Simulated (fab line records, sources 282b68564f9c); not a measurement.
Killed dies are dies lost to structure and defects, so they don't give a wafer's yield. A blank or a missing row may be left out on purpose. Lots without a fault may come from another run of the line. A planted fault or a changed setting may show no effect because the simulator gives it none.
fab line records | flow rit_cmos
record lots=6 wafers=18 last_day=6
route steps=202 shown NSD@138 PSD@142 SDANNEAL@153 M1@202
lots that met no fault: from a run of the same line without faults
start_h: hours from the record's first day to the start of the lot's first wafer shown | wait_h: hours since the lot's step before | " the same as in the row above | L1.1+2: a row that stands for several wafers | - no value, or no start given | * or withheld: withheld | < > ~ a bound
route shown NAME@n: a module of which the file shows steps, and the number in the route of the first | usual: mean/standard deviation of fault-free wafers | same: alike in all rows | chamber/n: place in a boat | sites: the reading at each site | _std_site: their standard deviation | _edge_site: outer sites' mean less inner sites' | radius_mm: how far each site lies from the wafer's centre | mask NAME#n: copy n | behind: the tool/chamber that last shaped the wafer | hold: why the lot was held/for how many hours/how that ended | device: the transistor (n, p or np) that didn't switch | end of line: the same wafers' tests at the end of the route | a step without rows: its recipe alone | killed: dies lost to structure and defects at the first sort, not the wafer's yield | map: a wafer's dies, x killed, . not, _ none there
set.NAME: the setting as run; set.NAME@STEP: as run at that earlier step | model.NAME: the simulator's own value behind a step, which no gauge read
lots at some steps of the route; a table a step, a row a wafer
services: from which hour (start_h, from the record's first day; less than 0 if before it) a tool's chamber was out of use, for how many hours, and why
## steps
# step RIT_NSD_HARDBAKE_07
# recipe resist=NOVOLAK temp_c=140 time_s=60
# step RIT_NSD_IMPLANT_08
# recipe species=P energy_kev=25 dose_cm2=9.81e+14 tilt_deg=7
# step RIT_NSD_STRIP_09
# recipe chemistry=O2 time_s=180 resist=NOVOLAK platen_temp_c=withheld power_w=500 pressure_mtorr=4000 o2_flow_sccm=4000
# usual drypump_motor_current_A=5.5/0.48
# columns lot.wafer tool chamber start_h wait_h drypump_motor_current_A rf_hours_counter_h
L266.2 plasma_asher-01 0 57.36 0.1 5.1 42
L266.4 " 1 " " 5.9 -
L266.6 " 1 " " 6.0 -
L272.4 plasma_asher-04 0 87.09 0.1 5.0 -
L272.5 " 1 " " 6.1 -
L272.6 " 0 " " 5.0 -
L275.1 plasma_asher-03 1 101.97 0.1 6.0 44
L275.4 " 1 " " 6.0 -
L275.6 " 1 " " 6.0 -
L276.1 plasma_asher-03 0 106.84 0.1 5.0 44
L276.3 " 0 " " 5.0 -
L276.6 " 0 " " 5.0 -
L279.4 plasma_asher-04 1 123.43 0.1 6.1 -
L279.5 " 0 " " 4.9 -
L279.6 " 1 " " 6.1 -
L282.2 plasma_asher-01 1 142.83 0.1 5.9 52
L282.3 " 1 " " 5.9 -
L282.5 " 1 " " 5.9 -
# step RIT_NSD_TW_MEAS_10
# usual NSD_TW=3120/24
# columns lot.wafer tool chamber start_h wait_h NSD_TW
L266.2 film_metro-01 - 57.54 0.1 3150
L266.4 " - " " 3155
L266.6 " - " " 3139
L272.4 film_metro-02 - 87.24 0.1 3111
L272.5 " - " " 3107
L272.6 " - " " 3109
L275.1 film_metro-01 - 102.14 0.1 3143
L275.4 " - " " 3166
L275.6 " - " " 3141
L276.1 film_metro-01 - 107.01 0.1 3156
L276.3 " - " " 3158
L276.6 " - " " 3153
L279.4 film_metro-02 - 123.57 0.1 3096
L279.5 " - " " 3095
L279.6 " - " " 3088
L282.2 film_metro-01 - 143.01 0.1 3119
L282.3 " - " " 3133
L282.5 " - " " 3120
# step RIT_PSD_HMDS_00
# recipe prime_time_s=60 prime_temp_c=140
# step RIT_PSD_COAT_01
# recipe resist=NOVOLAK spin_rpm=3250 resist_thk_nm=1000
# step RIT_PSD_SOFTBAKE_02
# recipe resist=NOVOLAK temp_c=90 time_s=60
# step RIT_PSD_EXPOSE_03
# recipe mask_id=M10 na=0.57 target_cd_nm=40900 dose_mj=250
# step RIT_PSD_PEB_04
# recipe resist=NOVOLAK temp_c=withheld time_s=withheld
# step RIT_PSD_DEVELOP_05
# recipe resist=NOVOLAK develop_time_s=50 dev_temp_c=23
# step RIT_PSD_OVL_MEAS_06
# usual PSD_OVL=0.1/1.3
# columns lot.wafer tool chamber start_h wait_h PSD_OVL[nm]
L266.2 overlay-01 - 58.51 - -0.3
L266.4 " - " " -2.1
L266.6 " - " " 0.9
L272.4 overlay-02 - 88.26 - -0.5
L272.5 " - " " -1.3
L272.6 " - " " -1.8
L275.1 overlay-02 - 103.18 - -0.1
L275.4 " - " " -0.2
L275.6 " - " " -1.9
L276.1 overlay-01 - 107.92 - -1.0
L276.3 " - " " -2.3
L276.6 " - " " 0.4
L279.4 overlay-02 - 124.47 - 1.4
L279.5 " - " " 2.2
L279.6 " - " " 1.5
L282.2 overlay-02 - 144.04 - 1.1
L282.3 " - " " 0.3
L282.5 " - " " 0.7
# step RIT_PSD_HARDBAKE_07
# recipe resist=NOVOLAK temp_c=140 time_s=60
# step RIT_PSD_IMPLANT_08
# recipe species=BF2 energy_kev=27 dose_cm2=5e+15 tilt_deg=7
# usual beam_energy_keV=27.001/0.0085 tilt_deg=7.000/0.02
# columns lot.wafer tool chamber start_h wait_h beam_energy_keV tilt_deg model.implant.rp_nm model.implant.drp_nm
L266.2 implanter-01 0 58.72 0.1 26.997 6.990 22.91 12.05
L266.4 " 0 " " 27.003 6.984 22.91 12.05
L266.6 " 0 " " 26.999 7.031 22.91 12.05
L272.4 implanter-03 0 88.50 0.1 27.008 6.980 22.76 12.05
L272.5 " 0 " " 27.004 7.027 22.76 12.05
L272.6 " 0 " " 27.007 7.013 22.76 12.05
L275.1 implanter-01 0 103.36 0.1 30.515 7.005 24.17 13.13
L275.4 " 0 " " 30.506 7.006 24.17 13.13
L275.6 " 0 " " 30.511 6.984 24.17 13.13
L276.1 implanter-01 0 108.11 0.1 30.507 6.999 24.49 13.13
L276.3 " 0 " " 30.497 6.981 24.49 13.13
L276.6 " 0 " " 30.508 7.021 24.49 13.13
L279.4 implanter-03 0 124.72 0.1 27.011 7.004 21.62 12.05
L279.5 " 0 " " 27.001 6.986 21.62 12.05
L279.6 " 0 " " 27.005 6.992 21.62 12.05
L282.2 implanter-04 0 144.25 0.1 27.012 7.004 22.09 12.05
L282.3 " 0 " " 26.999 6.985 22.09 12.05
L282.5 " 0 " " 27.012 7.023 22.09 12.05
# step RIT_PSD_STRIP_09
# recipe chemistry=O2 time_s=180 resist=NOVOLAK platen_temp_c=withheld power_w=500 pressure_mtorr=4000 o2_flow_sccm=4000
# usual drypump_motor_current_A=5.5/0.41
# columns lot.wafer tool chamber start_h wait_h drypump_motor_current_A rf_hours_counter_h
L266.2 plasma_asher-03 0 58.84 0.1 5.0 39
L266.4 " 1 " " 6.0 -
L266.6 " 0 " " 5.0 -
L272.4 plasma_asher-01 1 88.64 0.1 6.0 -
L272.5 " 0 " " 5.1 -
L272.6 " 1 " " 6.0 -
L275.1 plasma_asher-01 0 103.51 0.1 5.1 48
L275.4 " 1 " " 6.0 -
L275.6 " 0 " " 5.1 -
L276.1 plasma_asher-03 0 108.26 0.1 5.0 45
L276.3 " 0 " " 5.0 -
L276.6 " 1 " " 6.0 -
L279.4 plasma_asher-01 1 124.85 0.1 6.0 -
L279.5 " 1 " " 6.0 -
L279.6 " 0 " " 5.1 -
L282.2 plasma_asher-01 0 144.37 0.1 5.1 53
L282.3 " 1 " " 5.9 -
L282.5 " 0 " " 5.1 -
# step RIT_PSD_TW_MEAS_10
# usual PSD_TW=3455/27
# columns lot.wafer tool chamber start_h wait_h PSD_TW
L266.2 film_metro-01 - 59.03 0.1 3506
L266.4 " - " " 3491
L266.6 " - " " 3471
L272.4 film_metro-01 - 88.78 0.1 3482
L272.5 " - " " 3503
L272.6 " - " " 3494
L275.1 film_metro-01 - 103.69 0.1 3566
L275.4 " - " " 3559
L275.6 " - " " 3567
L276.1 film_metro-04 - 108.43 0.1 3563
L276.3 " - " " 3577
L276.6 " - " " 3578
L279.4 film_metro-04 - 125.00 0.1 3428
L279.5 " - " " 3412
L279.6 " - " " 3419
L282.2 film_metro-01 - 144.56 0.1 3463
L282.3 " - " " 3458
L282.5 " - " " 3461
# step RIT_SDANNEAL_CLEAN_00
# recipe chemistry=SC1 mix=3:3:50 time_s=600 temp_c=75
# step RIT_SDANNEAL_CLEAN_01
# recipe chemistry=dHF dilution=50:1 time_s=30
# step RIT_SDANNEAL_CLEAN_02
# recipe chemistry=SC2 mix=3:3:50 time_s=600 temp_c=75 dry=n2_spin
# step RIT_SDANNEAL_RTA_03
# recipe temp_c=1050 time_s=5 idle_temp_c=600 ramp_up_c_per_s=342 ramp_down_c_per_s=171 cool_to_c=600 ambient=N2
# usual wafer_temp_C_max=1053.5/1.1
# columns lot.wafer tool chamber start_h wait_h wafer_temp_C_max
L266.2 rtp_anneal-02 0 59.45 0.0 1053.6
L266.4 " 0 " " 1053.5
L266.6 " 0 " " 1052.0
L272.4 rtp_anneal-02 0 89.21 0.0 1051.0
L272.5 " 0 " " 1052.4
L272.6 " 0 " " 1052.6
L275.1 rtp_anneal-01 0 104.12 0.0 1051.6
L275.4 " 0 " " 1053.8
L275.6 " 0 " " 1052.5
L276.1 rtp_anneal-02 0 108.86 0.0 1053.6
L276.3 " 0 " " 1052.6
L276.6 " 0 " " 1054.1
L279.4 rtp_anneal-01 0 125.45 0.0 1052.0
L279.5 " 0 " " 1053.6
L279.6 " 0 " " 1054.5
L282.2 rtp_anneal-02 0 144.99 0.0 1051.7
L282.3 " 0 " " 1052.6
L282.5 " 0 " " 1055.8
# step RIT_SDANNEAL_RS_MEAS_04
# recipe thk_meas_gauge=four-point-probe
# usual PSD_RS=116.03/0.28
# columns lot.wafer tool chamber start_h wait_h PSD_RS[ohm/sq]
L266.2 film_metro-04 - 59.52 0.1 116.27
L266.4 " - " " 116.31
L266.6 " - " " 116.20
L272.4 film_metro-01 - 89.30 0.1 115.64
L272.5 " - " " 115.66
L272.6 " - " " 116.28
L275.1 film_metro-02 - 104.17 0.0 108.92
L275.4 " - " " 108.75
L275.6 " - " " 109.25
L276.1 film_metro-04 - 108.92 0.0 108.57
L276.3 " - " " 108.61
L276.6 " - " " 108.84
L279.4 film_metro-02 - 125.54 0.1 115.97
L279.5 " - " " 116.12
L279.6 " - " " 116.60
L282.2 film_metro-04 - 145.13 0.1 116.14
L282.3 " - " " 116.29
L282.5 " - " " 116.51
# step RIT_SDANNEAL_RS_MEAS_05
# recipe thk_meas_gauge=four-point-probe
# usual NSD_RS=85.9/0.31
# columns lot.wafer tool chamber start_h wait_h NSD_RS[ohm/sq]
L266.2 film_metro-04 - 59.64 0.1 85.7
L266.4 " - " " 86.0
L266.6 " - " " 85.4
L272.4 film_metro-01 - 89.42 0.1 86.0
L272.5 " - " " 86.0
L272.6 " - " " 85.9
L275.1 film_metro-02 - 104.29 0.1 86.0
L275.4 " - " " 85.8
L275.6 " - " " 85.9
L276.1 film_metro-04 - 109.04 0.1 85.8
L276.3 " - " " 85.7
L276.6 " - " " 86.1
L279.4 film_metro-02 - 125.66 0.1 85.6
L279.5 " - " " 86.0
L279.6 " - " " 86.0
L282.2 film_metro-04 - 145.25 0.1 86.2
L282.3 " - " " 86.1
L282.5 " - " " 86.3
# step RIT_M1_PROBE_99
# usual killed_at_contacts=0.1/0.24 killed_at_front_end=6.7/2.9 killed_dies=6.8/2.9 killed_open=3.5/1.8 killed_short=3.3/2.1
# same gross_dies=264 killed_at_M0_to_M3=0 killed_at_M4_up=0 killed_at_back_side=0 killed_at_other=0
# columns lot.wafer tool chamber start_h wait_h killed_at_contacts killed_at_front_end killed_dies killed_open killed_short model.etest.contact_pplus.end_ohm_um model.etest.diode_pplus_nwell.bv_v model.etest.vpnp.gain model.etest.diode_pplus_nwell.cj_ff_um2 model.etest.diode_pplus_comb.cj_ff_um2
L266.2 prober-02 - 66.79 0.1 0 5 5 1 4 43.19 6.751 1.072 1.649 1.96
L266.4 prober-02 - 66.89 0.2 0 6 6 4 2 43.54 6.758 1.1 1.636 1.947
L266.6 prober-02 - 66.99 0.2 0 9 9 2 6 43.69 6.753 1.092 1.646 1.954
L272.4 prober-02 - 96.89 0.2 0 6 6 4 2 42.39 6.784 1.078 1.668 1.964
L272.5 prober-02 - 96.94 0.2 0 15 15 7 8 43.38 6.796 1.11 1.65 1.947
L272.6 prober-02 - 96.99 0.2 0 6 6 3 3 43.51 6.768 1.106 1.659 1.945
L275.1 prober-01 - 112.10 0.1 0 9 9 4 5 42.24 6.858 1.167 1.632 1.951
L275.4 prober-01 - 112.25 0.2 1 8 9 2 7 41.3 6.812 1.167 1.617 1.946
L275.6 prober-01 - 112.35 0.2 0 6 6 2 4 41.94 6.796 1.162 1.62 1.953
L276.1 prober-02 - 120.10 0.1 0 8 8 5 3 40.11 6.886 1.17 1.613 1.937
L276.3 prober-02 - 120.20 0.2 0 8 8 3 5 41.76 6.851 1.168 1.615 1.936
L276.6 prober-02 - 120.35 0.2 0 11 11 4 7 41.37 6.847 1.177 1.615 1.939
L279.4 prober-01 - 133.05 0.2 0 12 12 7 5 44.69 6.578 1.02 1.739 2.021
L279.5 prober-01 - 133.10 0.2 0 10 10 4 6 45.68 6.549 1 1.734 2.017
L279.6 prober-01 - 133.15 0.2 0 9 9 4 5 45.52 6.581 1.025 1.705 2.007
L282.2 prober-01 - 153.82 0.1 0 7 7 3 4 43.84 6.652 1.067 1.692 1.982
L282.3 prober-01 - 153.87 0.2 0 8 8 2 6 44.24 6.636 1.045 1.701 1.987
L282.5 prober-01 - 153.97 0.2 0 13 13 8 5 43.7 6.539 1.042 1.72 1.992
# killed by level:class
L266.2 FOX1:geometric_particle:short=2 REOX:geometric_particle:open=1 REOX:geometric_particle:short=1 SPACER:geometric_particle:short=1
L266.4 GATE:geometric_particle:open=2 SPACER:geometric_particle:open=2 GATE:geometric_particle:short=1 REOX:geometric_particle:short=1
L266.6 GATE:geometric_particle:short=2 SPACER:geometric_particle:short=2 FOX1:geometric_particle:short=1 REOX:geometric_particle:open=1 REOX:geometric_particle:short=1 SPACER:geometric_particle:open=1 PWELL:coat_microbubble_printed=1
L272.4 GATE:geometric_particle:open=2 REOX:geometric_particle:short=2 SILICIDE:geometric_particle:open=2
L272.5 REOX:geometric_particle:short=4 GATE:geometric_particle:short=3 GATE:geometric_particle:open=3 REOX:geometric_particle:open=2 FOX2:geometric_particle:open=1 SILICIDE:geometric_particle:short=1 SILICIDE:geometric_particle:open=1
L272.6 GATE:geometric_particle:short=2 FOX1:geometric_particle:open=1 GATE:geometric_particle:open=1 REOX:geometric_particle:short=1 REOX:geometric_particle:open=1
L275.1 GATE:geometric_particle:open=2 REOX:geometric_particle:open=2 REOX:geometric_particle:short=2 SPACER:geometric_particle:short=2 GATE:geometric_particle:short=1
L275.4 GATE:geometric_particle:short=6 FOX1:geometric_particle:open=1 GATE:geometric_particle:open=1 CONTACT:geometric_particle:short=1
L275.6 GATE:geometric_particle:short=3 GATE:geometric_particle:open=1 REOX:geometric_particle:open=1 REOX:geometric_particle:short=1
L276.1 GATE:geometric_particle:open=3 FOX1:geometric_particle:open=2 FOX1:geometric_particle:short=2 REOX:geometric_particle:short=1
L276.3 GATE:geometric_particle:short=4 FOX1:geometric_particle:open=1 FOX2:geometric_particle:open=1 GATE:geometric_particle:open=1 REOX:geometric_particle:short=1
L276.6 FOX2:geometric_particle:short=3 GATE:geometric_particle:short=2 FOX1:geometric_particle:open=1 GATE:geometric_particle:open=1 REOX:geometric_particle:short=1 REOX:geometric_particle:open=1 SPACER:geometric_particle:open=1 SILICIDE:geometric_particle:short=1
L279.4 REOX:geometric_particle:short=3 FOX1:geometric_particle:open=2 GATE:geometric_particle:open=2 GATE:geometric_particle:short=1 REOX:geometric_particle:open=1 SPACER:geometric_particle:open=1 SILICIDE:geometric_particle:short=1 SILICIDE:geometric_particle:open=1
L279.5 SILICIDE:geometric_particle:short=4 SPACER:geometric_particle:open=2 FOX2:geometric_particle:short=1 GATE:geometric_particle:short=1 REOX:geometric_particle:open=1 SILICIDE:geometric_particle:open=1
L279.6 GATE:geometric_particle:open=3 REOX:geometric_particle:short=2 ACTIVE:geometric_particle:short=1 GATE:geometric_particle:short=1 SPACER:geometric_particle:short=1 SILICIDE:geometric_particle:open=1
L282.2 REOX:geometric_particle:open=2 SPACER:geometric_particle:short=2 GATE:geometric_particle:short=1 GATE:geometric_particle:open=1 REOX:geometric_particle:short=1
L282.3 GATE:geometric_particle:open=2 FOX1:geometric_particle:short=1 FOX2:geometric_particle:short=1 GATE:geometric_particle:short=1 REOX:geometric_particle:short=1 SPACER:geometric_particle:short=1 SILICIDE:geometric_particle:short=1
L282.5 GATE:geometric_particle:open=4 GATE:geometric_particle:short=3 SPACER:geometric_particle:open=3 FOX1:geometric_particle:open=1 SPACER:geometric_particle:short=1 SILICIDE:geometric_particle:short=1
## services
# columns tool chamber start_h hours kind
implanter-01 - 37.39 3.3 repair
implanter-04 - 61.17 4.2 repair
implanter-03 - 83.72 2.2 repair
plasma_asher-03 - 108.75 9.0 pm
plasma_asher-03 0 108.75 9.0 vent_cycle
plasma_asher-03 1 108.75 9.0 vent_cycle
plasma_asher-01 - 115.41 1.7 repair
plasma_asher-03 0 117.75 - clean
plasma_asher-03 1 117.75 - clean
plasma_asher-04 - 119.81 1.1 repair
plasma_asher-03 - 129.50 4.1 repair
plasma_asher-03 - 135.38 6.6 repair
## key
first_sign step=RIT_PSD_IMPLANT_08 reading=beam_energy_keV direction=up sigmas=99+ usual=27.001 struck=30.508
effect step=RIT_PSD_TW_MEAS_10 reading=PSD_TW direction=up sigmas=4.2 usual=3455 struck=3568
effect step=RIT_SDANNEAL_RS_MEAS_04 reading=PSD_RS direction=down sigmas=26 usual=116.03 struck=108.82
model_effect step=RIT_PSD_IMPLANT_08 value=implant.rp_nm without=22.06 struck=24.33
model_effect step=RIT_M1_PROBE_99 value=etest.contact_pplus.end_ohm_um without=44.95 struck=41.45
met_at RIT_PSD_IMPLANT_08
struck_wafers L275.1,L275.4,L275.6,L276.1,L276.3,L276.6
tester_left_out L275,L276
onset_between 58.72 103.36
fault kind=process_parameter_drift tool=implanter-01 chamber=- onset_h=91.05 steps=RIT_PSD_IMPLANT_08 channel=energy_kev offset=3.51 shape=step end_h=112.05 acts_in=these_recipes_only stated=27
# tester_left_out: of these lots the tester's yield and bins aren't shown, on N5 and GAA mostly nor the transistor test; their killed dies are dies lost to structure and defects alone, not to doping, threshold or leakage, so they don't give the yield
